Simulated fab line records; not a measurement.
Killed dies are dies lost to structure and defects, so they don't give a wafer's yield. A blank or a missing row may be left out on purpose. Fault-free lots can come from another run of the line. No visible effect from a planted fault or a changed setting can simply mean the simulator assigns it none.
Struck lot and sound lot, side by side -- flow rit cmos -- 27 out of 202 route steps
Sound: these wafers, L495.1, L495.3, L495.5. Struck: wafer L501.3. At the end, the cause is stated.
Each step with rows lists, per side, the tool, then ch with its chambers, then its first start. Under that, the readings that differ: sound wafers -- struck wafers -- difference of the means -- sigmas: that difference in standard deviations of wafers without a fault.
alike: a reading whose means differ by less than 2 such deviations, as well as words and numbers matching on both sides. not compared: withheld readings; readings where some wafer has no value; bounds like >300 that might hide an equal value; numbers whose values overlap and for which the record gives no deviation.
A row with sigmas, a row that says differs or no value, or rows on one side alone: a step with any of these is where the two part. Non-overlapping numbers with no deviation appear without sigmas and do not part them. Lack of a reading on every wafer of one side parts them only where that side has two or more wafers.

RIT_SDANNEAL_RTA_03: time 5 s.
  sound on rtp anneal-01 ch 0, day 3 09:49; struck on rtp anneal-01 ch 0, day 4 16:39
  alike: wafer_temp_C_max
RIT_SDANNEAL_RS_MEAS_04: uses a four-point probe to measure.
  sound on film metro-01, day 3 09:53; struck on film metro-02, day 4 16:44
  alike: PSD_RS
RIT_SDANNEAL_RS_MEAS_05: uses a four-point probe to measure.
  sound on film metro-01, day 3 10:00; struck on film metro-02, day 4 16:51
  alike: NSD_RS
RIT_SDANNEAL_RS_MEAS_06: uses a four-point probe to measure.
  sound on film metro-01, day 3 10:07; struck on film metro-02, day 4 16:58
  alike: PLDD_RS
RIT_SDANNEAL_RS_MEAS_07: uses a four-point probe to measure.
  sound on film metro-01, day 3 10:14; struck on film metro-02, day 4 17:05
  alike: NLDD_RS
then, 1 step without rows for these wafers: RIT_SILICIDE_WET_ETCH_00 (etches SiO2 in BOE, target depth 14 nm, time 15 s).
RIT_SILICIDE_SPUTTER_01: material Ti, target thk 30 nm, time 240 s.
  sound on pvd sputter-03, day 3 10:22; struck on pvd sputter-01, day 4 17:11
  alike: throttle valve pct
RIT_SILICIDE_RS_MEAS_02: uses a four-point probe to measure.
  sound on film metro-03, day 3 10:31; struck on film metro-03, day 4 17:22
  alike: SILICIDE_TI_RS
RIT_SILICIDE_THK_MEAS_03: measures by xrf.
  sound on film metro-03, day 3 10:38; struck on film metro-03, day 4 17:28
  alike: SILICIDE_TI_THK
RIT_SILICIDE_RTA_04: time 10 s, ramp up 5 s, ramp down 5 s.
  sound on rtp anneal-02 ch 0, day 3 10:42; struck on rtp anneal-02 ch 0, day 4 17:32
  alike: wafer_temp_C_max
then, 1 step without rows for these wafers: RIT_SILICIDE_WET_ETCH_05 (etches Ti in SPM, time 120 s).
RIT_SILICIDE_RTA_06: time 10 s, ramp up 5 s, ramp down 10 s.
  sound on rtp anneal-01 ch 0, day 3 10:49; struck on rtp anneal-01 ch 0, day 4 17:38
  alike: wafer_temp_C_max
RIT_CONTACT_CVD_00: deposits SiO2 from TEOS, target thk 400 nm, time 61 s.
  sound on pecvd-02 ch 0,1,2, day 3 10:56; struck on pecvd-02 ch 0, day 4 17:41
reading,sound,struck,difference,sigmas
run length s (s),88.0 88.6 89.7,119.9,+31.1,+59
model.SiO2_of_CONTACT_CVD_00.thk nm (nm),393 395.9 398.7,595.2,+199.3,
  alike: heater power w
RIT_CONTACT_THK_MEAS_01:
  sound on film metro-04, day 3 10:59; struck on film metro-03, day 4 17:59
reading,sound,struck,difference,sigmas
CONTACT_TEOS_THK (nm),393 396 399,595,+199,+41
  not compared: hold
then, 5 steps without rows for these wafers: RIT_CONTACT_COAT_03 (resist thk 982.9 nm); RIT_CONTACT_SOFTBAKE_04 (time 60 s); RIT_CONTACT_EXPOSE_05 (exposes mask M11, target cd 1000 nm); RIT_CONTACT_PEB_06; RIT_CONTACT_DEVELOP_07 (develop time 120 s).
RIT_CONTACT_CD_MEAS_08 targets a cd of 1000 nm.
  sound on cd sem-02, day 3 12:01; struck on cd sem-01, day 4 22:22
  alike: cd nm
RIT_CONTACT_OVL_MEAS_09:
  sound on overlay-02, day 3 12:08; struck on overlay-01, day 4 22:27
reading,sound,struck,difference,sigmas
CONTACT_OVL (nm),-0.4 -0.2 -0.5,3.4,+3.8,+3
then, 1 step without rows for these wafers: RIT_CONTACT_HARDBAKE_10 (time 60 s).
RIT_CONTACT_ETCH_11: etches SiO2 in CHF3/CF4/Ar, stops on TiSi2, target depth 480 nm, time 320 s.
  sound on rie diel-02 ch 2,3, day 3 12:19; struck on rie diel-01 ch 3, day 4 22:38
reading,sound,struck,difference,sigmas
model.CONTACT.feature depth nm (nm),393 395.9 398.7,488.3,+92.4,
model.etch.depth nm (nm),393 395.9 398.7,488.3,+92.4,
  alike: chamber pressure mTorr, drypump motor current A, oes product au, throttle valve pct
  not compared: rf hours counter h
RIT_CONTACT_STRIP_12: strips in O2, time 180 s.
  sound on plasma asher-02 ch 0,1, day 3 12:31; struck on plasma asher-01 ch 1, day 4 22:53
  alike: chamber pressure mTorr, drypump motor current A
  not compared: rf hours counter h
RIT_CONTACT_CD_MEAS_90 targets a cd of 1000 nm.
  sound on cd sem-01, day 3 12:41; struck on cd sem-01, day 4 23:02
  alike: cd nm
RIT_CONTACT_CLEAN_13: cleans in SC1, time 600 s.
  sound on wet bench-02 ch 1, day 3 12:49; struck on wet bench-01 ch 1, day 4 23:08
reading,sound,struck,difference,sigmas
model.SiO2_of_CONTACT_CVD_00.thk nm (nm),388.9 391.8 394.7,591.2,+199.4,
  alike: bath heat duty pct
then, 1 step without rows for these wafers: RIT_CONTACT_CLEAN_14 (cleans in SC2, time 600 s).

WHERE THEY PART
First at RIT_CONTACT_CVD_00; last, within this record, at RIT_CONTACT_OVL_MEAS_09. Later steps at which nothing parts them and some readings are alike: RIT_CONTACT_ETCH_11, RIT_CONTACT_STRIP_12, RIT_CONTACT_CD_MEAS_90, RIT_CONTACT_CLEAN_13.

WHY: whatever the simulator had introduced
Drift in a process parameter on pecvd-02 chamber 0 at RIT_CONTACT_CVD_00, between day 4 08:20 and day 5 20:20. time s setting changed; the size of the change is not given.
